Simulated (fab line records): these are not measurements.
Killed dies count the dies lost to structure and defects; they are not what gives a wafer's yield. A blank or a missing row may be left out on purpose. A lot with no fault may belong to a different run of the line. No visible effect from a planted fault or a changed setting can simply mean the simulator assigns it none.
One fault through the eyes of 2 desks ; flow rit-cmos ; only its own numbers are on each desk; what lay behind them is given at the end

## AT THE TOOL OWNER'S DESK: furnace-03
The tool's own readings at RIT_FOX2_OXIDATION_00 (target thk 350.7 nm, ox time 1130 s): means of the sampled wafers that have a number, for each lot that ran on this tool. If a lot's mean is further than 4 standard deviations from the usual mean, the lot is out of limits and carries the mark OUT (the distance appears in the brackets).
Columns: A = spike-tc-centre-C at RIT_FOX2_OXIDATION_00, usual 1101.8 C; B = spike-tc-load-C at RIT_FOX2_OXIDATION_00, usual 1126 C; C = spike-tc-source-C at RIT_FOX2_OXIDATION_00, usual 1125 C; D = tube-center-temp-C at RIT_FOX2_OXIDATION_00, usual 1100 C; E = tube_center_temp_C_max at RIT_FOX2_OXIDATION_00, usual 1102.9; F = zone-power-load-pct at RIT_FOX2_OXIDATION_00, usual 45.4 %
lot;first seen here;A;B;C;D;E;F
L573;day 1 22:40;1102.1;1130;1128;1100;1102.5;44.2
L575;day 2 10:58;1101.1;1128;1128;1100;1102.6;43.2
L576;day 2 14:29;1101.2;1128;1129;1100;1103.0;44.0
L577;day 2 20:55;1101.4;1129;1128;1100;1102.8;44.1
L580;day 3 14:05;1100.9;1128;1128;1100;1102.5;43.3
L583;day 4 04:07;1102.1;1128;1128;1100;1102.7;43.9
L586;day 4 17:58;1061.1 (-42) OUT;1086 (-13) OUT;1089 (-11) OUT;1060 (-99 or more) OUT;1062.6 (-86) OUT;40.0
L589;day 5 08:05;1062.3 (-40) OUT;1087 (-13) OUT;1089 (-11) OUT;1060 (-99 or more) OUT;1062.5 (-86) OUT;40.0
This desk finds L586, L589 out of limits, L586 being first, at day 4 17:58 (spike-tc-centre-C at RIT_FOX2_OXIDATION_00). Within limits: L573, L575, L576, L577, L580, L583.

## METROLOGY DESK
Means of the sampled wafers that have a number, per lot and without regard to the tool the lot ran on: this is what the gauges read. If a lot's mean is further than 4 standard deviations from the usual mean, the lot is out of limits and carries the mark OUT (the distance appears in the brackets).
Columns: A = cd-nm at RIT_ACTIVE_CD_MEAS_90, usual 1399.4 nm; B = FOX2_OXIDE_THK at RIT_FOX2_THK_MEAS_01, usual 353 nm; C = FIELD_OXIDE_LEFT_1_THK at RIT_FOX2_THK_MEAS_90, usual 326 nm; D = NWELL_OVL at RIT_NWELL_OVL_MEAS_06, usual 0.5 nm; E = FIELD_OXIDE_LEFT_2_THK at RIT_FOX2_THK_MEAS_91, usual 258 nm; F = NSD_OVL at RIT_NSD_OVL_MEAS_06, usual 0.6 nm
lot;first seen here;A;B;C;D;E;F
L573;day 1 20:08;1398.2;363;335;1.3;268;0.6
L575;day 2 06:01;1400.0;354;327;0.9;259;1.8
L576;day 2 12:15;1402.9;359;331;2.1;264;0.5
L577;day 2 17:32;1396.9;352;324;-1.1;256;2.2
L578;day 2 21:25;1398.3;348;320;1.2;252;0.5
L579;day 3 03:11;1399.8;353;326;1.1;258;0.8
L580;day 3 07:45;1399.8;345;318;1.3;250;-1.3
L581;day 3 14:03;1399.0;351;324;-1.1;256;1.0
L583;day 3 22:10;1399.8;348;322;0.2;253;1.2
L584;day 4 03:01;1399.8;342;314;-0.2;245;1.3
L586;day 4 13:36;1397.1;286 (-13) OUT;258 (-13) OUT;1.2;190 (-12) OUT;-1.7
L589;day 5 04:46;1396.8;282 (-14) OUT;255 (-13) OUT;0.4;189 (-12) OUT;0.8
L591;day 5 14:18;1397.5;351;323;-0.5;255;0.0
L593;day 6 00:16;1397.3;357;330;-1.9;261;0.2
Per this desk, out of limits: L586, L589; the first was L586, day 4 19:17 (FOX2_OXIDE_THK at RIT_FOX2_THK_MEAS_01). Within limits: L573, L575, L576, L577, L578, L579, L580, L581, L583, L584, L591, L593.

## ALL TOGETHER
On L586, L589, at day 4 17:58, an alarm was possible from the tool owner's desk.
The metrology desk could have raised an alarm at day 4 19:17, on L586, L589.
Of the lots named, all ran RIT_FOX2_OXIDATION_00 on furnace-03.

## WHAT THE SIMULATOR HAD PUT IN
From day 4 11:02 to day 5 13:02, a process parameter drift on furnace-03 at RIT_FOX2_OXIDATION_00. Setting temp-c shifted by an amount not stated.
Struck lots among those shown: L586, L589.
Counting hours from when the fault started, the first reading out of limits came at 7 for the tool owner's desk and at 8 for the metrology desk.
